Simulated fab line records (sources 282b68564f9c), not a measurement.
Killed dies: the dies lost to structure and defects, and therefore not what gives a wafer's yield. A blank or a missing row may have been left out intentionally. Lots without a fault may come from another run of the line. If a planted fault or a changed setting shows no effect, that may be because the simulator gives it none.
Which tool was responsible? || flow rit-cmos || 39 wafers from 13 lots sampled at 2 of the route's 202 steps

WHAT THE GAUGES SHOWED, per wafer
RIT_ACTIVE_THK_MEAS_04. Usual: for ACTIVE_NITRIDE_THK the level is 150.2 nm and the standard deviation is 1.4.
{"lot": "L879", "measured": "day 1 19:08", "on": "film-metro-02", "ACTIVE_NITRIDE_THK (nm)": "150.9 151.2 151.1", "flag": ""}
{"lot": "L880", "measured": "day 1 23:52", "on": "film-metro-02", "ACTIVE_NITRIDE_THK (nm)": "152.2 151.4 152.2", "flag": ""}
{"lot": "L881", "measured": "day 2 05:28", "on": "film-metro-04", "ACTIVE_NITRIDE_THK (nm)": "148.3 149.2 147.5", "flag": ""}
{"lot": "L882", "measured": "day 2 09:56", "on": "film-metro-04", "ACTIVE_NITRIDE_THK (nm)": "150.1 151.9 150.2", "flag": ""}
{"lot": "L883", "measured": "day 2 14:41", "on": "film-metro-03", "ACTIVE_NITRIDE_THK (nm)": "151.6 150.0 150.8", "flag": ""}
{"lot": "L884", "measured": "day 2 19:32", "on": "film-metro-04", "ACTIVE_NITRIDE_THK (nm)": "149.7 149.6 149.2", "flag": ""}
{"lot": "L885", "measured": "day 3 01:55", "on": "film-metro-04", "ACTIVE_NITRIDE_THK (nm)": "150.2 149.1 150.8", "flag": ""}
{"lot": "L891", "measured": "day 4 06:33", "on": "film-metro-03", "ACTIVE_NITRIDE_THK (nm)": "150.8 151.7 149.7", "flag": ""}
{"lot": "L892", "measured": "day 4 12:39", "on": "film-metro-03", "ACTIVE_NITRIDE_THK (nm)": "149.3 148.9 149.6", "flag": ""}
{"lot": "L893", "measured": "day 4 17:51", "on": "film-metro-03", "ACTIVE_NITRIDE_THK (nm)": "147.3 148.1 146.7", "flag": ""}
{"lot": "L895", "measured": "day 5 03:26", "on": "film-metro-02", "ACTIVE_NITRIDE_THK (nm)": "195.3 195.9 196.1 195.2 195.8 196.2", "flag": "OFF"}
{"lot": "L900", "measured": "day 6 04:47", "on": "film-metro-03", "ACTIVE_NITRIDE_THK (nm)": "152.3 150.6 150.2", "flag": ""}
{"lot": "L901", "measured": "day 6 08:32", "on": "film-metro-02", "ACTIVE_NITRIDE_THK (nm)": "150.0 149.6 148.9", "flag": ""}

EACH LOT AND THE TOOL THAT RAN IT (in order: tool; ch and the chambers of the sampled wafers; start)
{"lot": "L879", "RIT_ACTIVE_CVD_03": "lpcvd-01 ch 0, day 1 17:43"}
{"lot": "L880", "RIT_ACTIVE_CVD_03": "lpcvd-02 ch 1, day 1 22:27"}
{"lot": "L881", "RIT_ACTIVE_CVD_03": "lpcvd-01 ch 0, day 2 04:02"}
{"lot": "L882", "RIT_ACTIVE_CVD_03": "lpcvd-02 ch 0, day 2 08:31"}
{"lot": "L883", "RIT_ACTIVE_CVD_03": "lpcvd-02 ch 0, day 2 13:15"}
{"lot": "L884", "RIT_ACTIVE_CVD_03": "lpcvd-02 ch 0, day 2 18:07"}
{"lot": "L885", "RIT_ACTIVE_CVD_03": "lpcvd-02 ch 1, day 3 00:29"}
{"lot": "L891", "RIT_ACTIVE_CVD_03": "lpcvd-02 ch 1, day 4 05:07"}
{"lot": "L892", "RIT_ACTIVE_CVD_03": "lpcvd-02 ch 1, day 4 11:12"}
{"lot": "L893", "RIT_ACTIVE_CVD_03": "lpcvd-01 ch 1, day 4 15:43"}
{"lot": "L895", "RIT_ACTIVE_CVD_03": "lpcvd-02 ch 0, day 5 02:02"}
{"lot": "L900", "RIT_ACTIVE_CVD_03": "lpcvd-01 ch 1, day 6 03:22"}
{"lot": "L901", "RIT_ACTIVE_CVD_03": "lpcvd-01 ch 0, day 6 07:07"}
- RIT_ACTIVE_CVD_03: deposits Si3N4 from SiH2Cl2/NH3, target thk 150 nm, time 1500 s.

AS READ BY THE TOOLS THEMSELVES (means over the sampled wafers that have a number; for cases with no such wafer, the mark the record gives instead)
RIT_ACTIVE_CVD_03. Usual: sih2cl2-flow-sccm 59.99 sccm, standard deviation 0.17; spike-tc-centre-C 812.2 C, standard deviation 1.2; zone-power-centre-pct 40 %, standard deviation 3.6.
{"lot": "L879", "tool": "lpcvd-01", "sih2cl2-flow-sccm (sccm)": 60.04, "spike-tc-centre-C (C)": 810.6, "zone-power-centre-pct (%)": 37, "flag": ""}
{"lot": "L880", "tool": "lpcvd-02", "sih2cl2-flow-sccm (sccm)": 59.75, "spike-tc-centre-C (C)": 813.1, "zone-power-centre-pct (%)": 37, "flag": ""}
{"lot": "L881", "tool": "lpcvd-01", "sih2cl2-flow-sccm (sccm)": 59.98, "spike-tc-centre-C (C)": 810.4, "zone-power-centre-pct (%)": 38, "flag": ""}
{"lot": "L882", "tool": "lpcvd-02", "sih2cl2-flow-sccm (sccm)": 60.04, "spike-tc-centre-C (C)": 812.5, "zone-power-centre-pct (%)": 47, "flag": ""}
{"lot": "L883", "tool": "lpcvd-02", "sih2cl2-flow-sccm (sccm)": 59.98, "spike-tc-centre-C (C)": 812.8, "zone-power-centre-pct (%)": 48, "flag": ""}
{"lot": "L884", "tool": "lpcvd-02", "sih2cl2-flow-sccm (sccm)": 60.23, "spike-tc-centre-C (C)": 812.5, "zone-power-centre-pct (%)": 47, "flag": ""}
{"lot": "L885", "tool": "lpcvd-02", "sih2cl2-flow-sccm (sccm)": 60.01, "spike-tc-centre-C (C)": 813.2, "zone-power-centre-pct (%)": 37, "flag": ""}
{"lot": "L891", "tool": "lpcvd-02", "sih2cl2-flow-sccm (sccm)": 59.87, "spike-tc-centre-C (C)": 812.9, "zone-power-centre-pct (%)": 37, "flag": ""}
{"lot": "L892", "tool": "lpcvd-02", "sih2cl2-flow-sccm (sccm)": 60.06, "spike-tc-centre-C (C)": 813.4, "zone-power-centre-pct (%)": 37, "flag": ""}
{"lot": "L893", "tool": "lpcvd-01", "sih2cl2-flow-sccm (sccm)": 59.85, "spike-tc-centre-C (C)": 811.4, "zone-power-centre-pct (%)": 41, "flag": ""}
{"lot": "L895", "tool": "lpcvd-02", "sih2cl2-flow-sccm (sccm)": 60.27, "spike-tc-centre-C (C)": 812.5, "zone-power-centre-pct (%)": 48, "flag": ""}
{"lot": "L900", "tool": "lpcvd-01", "sih2cl2-flow-sccm (sccm)": 60.12, "spike-tc-centre-C (C)": 810.9, "zone-power-centre-pct (%)": 41, "flag": ""}
{"lot": "L901", "tool": "lpcvd-01", "sih2cl2-flow-sccm (sccm)": 59.90, "spike-tc-centre-C (C)": 812.4, "zone-power-centre-pct (%)": 38, "flag": ""}

THE ANSWER, worked out from the rows above alone
Rule: lot off if the mean of its wafers having a number is beyond 3 standard deviations from the usual mean. Also off: a lot with no number at a reading for which 4 or more lots have one. Any other lot the step has rows for is counted as sound. The gauges are gone through in route order, then the tools' own readings, and for those a lot's mean is taken as printed above. The first step at which some lot is off is used, and at that step the reading that is off furthest; a lot without a number counts as furthest.
Off: at RIT_ACTIVE_THK_MEAS_04 (ACTIVE_NITRIDE_THK), L895.
If a tool, at a process step before that reading, ran all the lots that are off and no sound lot after the first of them, it fits. Those tools and the gauges at RIT_ACTIVE_THK_MEAS_04 are tried in the same way. One candidate fits, namely lpcvd-02 at RIT_ACTIVE_CVD_03. Its last sound lot is L892 (day 4 11:12), its first lot that is off L895 (day 5 02:02): a fault that began between those two fits.

WHAT THE SIMULATOR HAD PUT IN
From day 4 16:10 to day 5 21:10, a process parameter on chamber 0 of lpcvd-02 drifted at RIT_ACTIVE_CVD_03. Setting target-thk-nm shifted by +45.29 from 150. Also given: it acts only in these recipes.
Struck lots among those shown: L895. The rule given above showed the same thing.
